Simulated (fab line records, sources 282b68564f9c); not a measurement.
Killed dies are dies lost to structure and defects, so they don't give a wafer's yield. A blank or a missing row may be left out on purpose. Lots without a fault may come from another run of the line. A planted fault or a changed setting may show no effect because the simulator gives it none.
Problem report in the 8D (eight disciplines) form, filled by code | flow rit_cmos | the parts of the form that need people (team, actions taken, sign-off) are left out

1. THE PROBLEM
CONTACT_OVL at RIT_CONTACT_OVL_MEAS_09 reads a mean of 239.3 nm on 6 wafers of 2 lots; wafers without a fault read -0.7 nm with a standard deviation of 1.3. That is +99 or more standard deviations from the usual mean.
First seen on wafer L250.1, day 6 23:10, on overlay-01. The record holds 42 wafers of 14 lots with a number at this step. Rule for "out", or "out of limits": more than 4 standard deviations from the usual mean. The other wafers with a number count as sound.

2. WHAT IT IS AND WHAT IT IS NOT
question                    | is                     | is not
which readings at this step | CONTACT_OVL            | -
which lots                  | L250, L251             | L232, L234, L235, L236, L237, L239, L240, L241, L243, L244, L247, L253
which wafers of those lots  | all that have a number | -
read on which gauges        | overlay-01, overlay-02 | -
when                        | from day 6 23:10       | up to then (33 sound wafers); but 3 sound wafers of L253 came after

3. SUSPECTS, AND WHAT RULES EACH OUT
Counting: a tool at a process step up to the reading stays a suspect if it ran every lot that is out and no sound lot after the first of them.
- the gauge at RIT_CONTACT_OVL_MEAS_09: ruled out. The wafers that are out were read on 2 gauges (overlay-01, overlay-02).
- iline_stepper-01 at RIT_CONTACT_EXPOSE_05 (exposes mask M11, target cd 1000 nm): kept. It ran every lot that is out, first L250 (day 6 22:31), and no sound lot after that; its last sound lot up to then is L247 (day 6 10:55).
Left after counting: iline_stepper-01 at RIT_CONTACT_EXPOSE_05.

4. THE CAUSE (what the simulator had put in)
Scanner matching overlay: iline_stepper-01, from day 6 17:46 on, at RIT_CONTACT_EXPOSE_05. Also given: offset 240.
Counting left only this tool.

5. THE CHAIN OF EFFECTS, in route order
Each row: a reading whose mean over the struck wafers that have a number lies more than 3 standard deviations from the usual. Only readings for which the record gives a usual standard deviation are gone through. hours: the time from each lot's start at the first step in this table that gives one to its start at this step, as a median over the lots. sigmas: the change in usual standard deviations.
hours | step                    | reading     | usual   | on struck wafers | change | sigmas
0     | RIT_CONTACT_OVL_MEAS_09 | CONTACT_OVL | -0.7 nm | 239.3            | +240.0 | +99 or more

6. WHAT WOULD HAVE CAUGHT IT SOONER
In this record the first reading out of limits at a measuring or inspecting step was taken at day 6 23:10, 5 hours after the fault began at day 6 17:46.
Of the tool readings at RIT_CONTACT_EXPOSE_05 for which the record gives a usual standard deviation, none was out on any struck wafer, so an alarm limit of 4 standard deviations on them would not have fired.
Of the lots that are out (2), L251 began RIT_CONTACT_EXPOSE_05 on iline_stepper-01 after day 6 23:10. A hold on the tool at that time would have spared it.
